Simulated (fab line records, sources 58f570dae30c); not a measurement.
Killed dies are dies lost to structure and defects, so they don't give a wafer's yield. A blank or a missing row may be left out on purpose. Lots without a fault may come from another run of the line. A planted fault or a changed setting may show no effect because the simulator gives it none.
Which tool did it? | flow berkeley_cmos170 | 14 lots, 40 wafers sampled, at 4 steps of a route of 331

WHAT THE GAUGES READ, wafer by wafer
UCB170_V2_OVL_MEAS_13.
lot  | measured     | on         | V2_OVL (nm)
L381 | day 9 07:13  | overlay-02 | -4 0 -8
L382 | day 9 05:50  | overlay-01 | -2 2 -5
L380 | day 9 09:11  | overlay-02 | -1 -3 -1
L383 | day 9 08:35  | overlay-02 | -4 3 -2
L384 | day 10 03:56 | overlay-01 | 3 -6 1
L385 | day 10 06:43 | overlay-01 | 7 8 11
L387 | day 10 21:02 | overlay-01 | -10 3 -9
L388 | day 10 21:16 | overlay-01 | 2 0 4
L394 | day 12 11:57 | overlay-01 | -9
L397 | day 13 07:44 | overlay-02 | 8 -4 0
L401 | day 13 16:26 | overlay-02 | 9 19 1
L400 | day 13 22:09 | overlay-02 | 1 3 4
L399 | day 13 18:35 | overlay-01 | -1 -4 0
L403 | day 13 21:41 | overlay-02 | 0 -3 -4

WHICH TOOL RAN EACH LOT (tool, then ch and the chambers of the sampled wafers, then the start)
lot  | UCB170_BACKSIDE_STRIP_03             | UCB170_CONTACT_STRIP_06              | UCB170_V1_CVD_00
L381 | plasma_asher-01 ch 0,1, day 8 13:29  | plasma_asher-02 ch 0, day 8 17:38    | pecvd-03 ch 0,1,2, day 8 23:44
L382 | plasma_asher-02 ch 0,1, day 8 13:30  | plasma_asher-03 ch 0,1, day 8 17:19  | pecvd-02 ch 0,2, day 8 22:24
L380 | plasma_asher-01 ch 0,1, day 8 13:49  | plasma_asher-04 ch 0,1, day 8 19:04  | pecvd-02 ch 0,1, day 9 01:04
L383 | plasma_asher-04 ch 0,1, day 8 14:13  | plasma_asher-03 ch 0,1, day 8 19:04  | pecvd-04 ch 0,1,2, day 9 01:04
L384 | plasma_asher-04 ch 0,1, day 9 10:53  | plasma_asher-02 ch 0,1, day 9 15:37  | pecvd-02 ch 1,2, day 9 20:32
L385 | plasma_asher-02 ch 0,1, day 9 11:32  | plasma_asher-03 ch 0, day 9 15:39    | pecvd-04 ch 0,1,2, day 9 21:52
L387 | plasma_asher-01 ch 0,1, day 9 22:02  | plasma_asher-03 ch 0,1, day 10 03:46 | pecvd-02 ch 0,1,2, day 10 10:59
L388 | plasma_asher-02 ch 0, day 9 22:17    | plasma_asher-02 ch 1, day 10 03:46   | pecvd-03 ch 0,1, day 10 12:19
L394 | plasma_asher-02 ch 1, day 11 16:46   | plasma_asher-03 ch 1, day 11 23:12   | pecvd-02 ch 2, day 12 04:19
L397 | plasma_asher-02 ch 0,1, day 12 07:43 | plasma_asher-02 ch 0,1, day 12 14:08 | pecvd-02 ch 0,1, day 12 20:24
L401 | plasma_asher-04 ch 0,1, day 12 19:23 | plasma_asher-02 ch 0,1, day 13 01:41 | pecvd-04 ch 0,1,2, day 13 09:04
L400 | plasma_asher-04 ch 0,1, day 12 20:19 | plasma_asher-03 ch 0,1, day 13 02:54 | pecvd-03 ch 0,1,2, day 13 11:44
L399 | plasma_asher-01 ch 1, day 12 20:28   | plasma_asher-02 ch 0,1, day 13 02:41 | pecvd-02 ch 0,1,2, day 13 10:24
L403 | plasma_asher-01 ch 0,1, day 12 20:44 | plasma_asher-04 ch 0,1, day 13 02:49 | pecvd-04 ch 0,1,2, day 13 10:24
- UCB170_BACKSIDE_STRIP_03: strips in O2.
- UCB170_CONTACT_STRIP_06: strips in O2.
- UCB170_V1_CVD_00: deposits SiO2 from TEOS/O2, target thk 2000 nm, time 250 s.

WHAT THE TOOLS THEMSELVES READ (means of the sampled wafers that have a number; where no wafer has one, the mark that the record gives instead)
UCB170_BACKSIDE_STRIP_03.
lot  | tool            | drypump_motor_current_A (A) | oes_product_au (a.u.) | strip_time_to_endpoint_s (s)
L381 | plasma_asher-01 | 6.0                         | 0.739                 | 22.11
L382 | plasma_asher-02 | 5.2                         | 0.739                 | 22.03
L380 | plasma_asher-01 | 6.3                         | 0.732                 | 22.08
L383 | plasma_asher-04 | 5.6                         | 0.732                 | 22.04
L384 | plasma_asher-04 | 5.6                         | 0.731                 | 22.05
L385 | plasma_asher-02 | 5.2                         | 0.737                 | 22.07
L387 | plasma_asher-01 | 6.0                         | 0.732                 | 21.92
L388 | plasma_asher-02 | 4.9                         | 0.740                 | 22.01
L394 | plasma_asher-02 | 5.9                         | 0.731                 | 21.99
L397 | plasma_asher-02 | 5.2                         | 0.736                 | 21.91
L401 | plasma_asher-04 | 5.8                         | 0.734                 | 21.92
L400 | plasma_asher-04 | 5.6                         | 0.735                 | 22.02
L399 | plasma_asher-01 | 6.5                         | 0.733                 | 22.05
L403 | plasma_asher-01 | 6.2                         | 0.732                 | 21.95

UCB170_CONTACT_STRIP_06.
lot  | tool            | drypump_motor_current_A (A) | oes_product_au (a.u.) | strip_time_to_endpoint_s (s)
L381 | plasma_asher-02 | 4.9                         | 0.736                 | 22.04
L382 | plasma_asher-03 | 5.6                         | 0.739                 | 21.94
L380 | plasma_asher-04 | 5.6                         | 0.738                 | 22.02
L383 | plasma_asher-03 | 5.6                         | 0.731                 | 22.07
L384 | plasma_asher-02 | 5.5                         | 0.731                 | 22.08
L385 | plasma_asher-03 | 5.1                         | 0.733                 | 21.99
L387 | plasma_asher-03 | 5.3                         | 0.734                 | 21.95
L388 | plasma_asher-02 | 5.8                         | 0.730                 | 22.08
L394 | plasma_asher-03 | 5.8                         | 0.732                 | 21.95
L397 | plasma_asher-02 | 5.5                         | 0.736                 | 21.93
L401 | plasma_asher-02 | 5.5                         | 0.736                 | 21.94
L400 | plasma_asher-03 | 5.6                         | 0.737                 | 22.11
L399 | plasma_asher-02 | 5.5                         | 0.733                 | 22.14
L403 | plasma_asher-04 | 5.8                         | 0.737                 | 21.98

UCB170_V1_CVD_00.
lot  | tool     | heater_power_w (W)
L381 | pecvd-03 | 267
L382 | pecvd-02 | 233
L380 | pecvd-02 | 216
L383 | pecvd-04 | 272
L384 | pecvd-02 | 226
L385 | pecvd-04 | 250
L387 | pecvd-02 | 230
L388 | pecvd-03 | 251
L394 | pecvd-02 | 250
L397 | pecvd-02 | 219
L401 | pecvd-04 | 314
L400 | pecvd-03 | 261
L399 | pecvd-02 | 252
L403 | pecvd-04 | 291

THE ANSWER, worked out from the rows above alone
Rule: what is usual is taken from the lots themselves. Put in order of their means at a reading, lots are off if they are a third of the lots or fewer, leave a main group of 4 or more, and stand apart from it by a gap of 3 or more times the standard deviation of the main group's means; of several such gaps the widest counts. A main group whose means are all the same, to the digits that the tables above print for the reading, isn't used. A lot without any number at a reading at which 4 lots or more have one is off too. The other lots that the step has rows for count as sound. The gauges are gone through in route order, then the tools' own readings, and for those a lot's mean is taken as printed above. The first step at which some lot is off is used, and at that step the reading that is off furthest; a lot without a number counts as furthest.
No lot is off at any reading shown: from this, nothing can be told.

WHAT THE SIMULATOR HAD PUT IN
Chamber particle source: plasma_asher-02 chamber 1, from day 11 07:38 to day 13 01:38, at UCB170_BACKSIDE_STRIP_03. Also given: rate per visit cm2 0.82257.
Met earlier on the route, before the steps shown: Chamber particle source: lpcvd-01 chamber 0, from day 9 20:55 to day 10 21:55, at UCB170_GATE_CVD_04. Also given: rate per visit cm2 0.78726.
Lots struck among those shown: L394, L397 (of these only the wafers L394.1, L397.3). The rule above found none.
